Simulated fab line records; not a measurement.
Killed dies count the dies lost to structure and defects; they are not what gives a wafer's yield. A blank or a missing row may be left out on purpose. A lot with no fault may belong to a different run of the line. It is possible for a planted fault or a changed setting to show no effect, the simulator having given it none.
2 desks, one fault -- flow rit_cmos -- only its own numbers are on each desk; what lay behind them is given at the end

== THE METROLOGY DESK ==
Means of the sampled wafers that have a number, per lot and without regard to the tool the lot ran on: this is what the gauges read. Marked OUT: a lot whose mean sits more than 4 standard deviations from the usual mean, which makes it out of limits; the brackets give that distance.
Columns: A = PSD_TW at RIT_PSD_TW_MEAS_10, usual 3437; B = PSD_RS at RIT_SDANNEAL_RS_MEAS_04, usual 116.07 ohm/sq; C = NSD_RS at RIT_SDANNEAL_RS_MEAS_05, usual 84.56 ohm/sq; D = PLDD_RS at RIT_SDANNEAL_RS_MEAS_06, usual 178.6 ohm/sq; E = NLDD_RS at RIT_SDANNEAL_RS_MEAS_07, usual 151.6 ohm/sq; F = SILICIDE_TI_RS at RIT_SILICIDE_RS_MEAS_02, usual 45.9 ohm/sq; G = SILICIDE_TI_THK at RIT_SILICIDE_THK_MEAS_03, usual 31.5 nm
lot,first seen here,A,B,C,D,E,F,G
L486,day 3 12:32,3469,116.07,84.63,178.7,151.7,45.0,32.2
L488,day 3 22:46,3451,116.17,84.22,179.1,151.5,46.1,31.3
L490,day 4 06:00,3465,116.12,84.71,178.3,152.0,49.5 (+4.6) OUT,29.8
L492,day 4 16:47,3405,116.32,84.40,179.1,150.6,49.4 (+4.5) OUT,29.7
L493,day 4 23:02,3463,116.00,84.33,178.7,151.2,47.9,30.6
L499,day 6 03:48,3445,115.69,84.90,178.6,151.3,45.3,32.1
L500,day 6 09:23,3415,116.29,85.04,178.6,151.8,46.0,31.5
This desk finds L490, L492 out of limits, with the earliest case on L490 at day 4 07:11 (SILICIDE_TI_RS at RIT_SILICIDE_RS_MEAS_02). L486, L488, L493, L499, L500 stayed within limits.

== AT THE TOOL OWNER'S DESK: pvd_sputter-01 ==
The tool's own readings at RIT_SILICIDE_SPUTTER_01 (material Ti, target thk 30 nm, time 240 s): means of the sampled wafers that have a number, for each lot that ran on this tool. Marked OUT: a lot whose mean sits more than 4 standard deviations from the usual mean, which makes it out of limits; the brackets give that distance.
Columns: A = throttle_valve_pct at RIT_SILICIDE_SPUTTER_01, usual 29.6 %
lot,first seen here,A
L486,day 3 13:31,29.4
L488,day 3 23:44,29.0
L490,day 4 07:02,28.5
L492,day 4 17:48,29.1
L493,day 5 00:01,28.9
This desk's finding: nothing out of limits on any of the 5 lots.

== PUT TOGETHER ==
Metrology desk: alarm possible at day 4 07:11 on L490, L492.
Nothing out of limits was seen by the tool owner's desk.
On record at the tool owner's desk: L490, L492, within its limits.
All the named lots went through RIT_SILICIDE_SPUTTER_01 on pvd_sputter-01.

== WHAT THE SIMULATOR PUT IN ==
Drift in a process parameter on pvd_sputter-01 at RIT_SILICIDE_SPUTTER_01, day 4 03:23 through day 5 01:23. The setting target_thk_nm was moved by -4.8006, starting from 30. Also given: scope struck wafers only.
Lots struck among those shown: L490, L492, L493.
Hours from the fault's start to each desk's first reading out of limits: the metrology desk, 4.
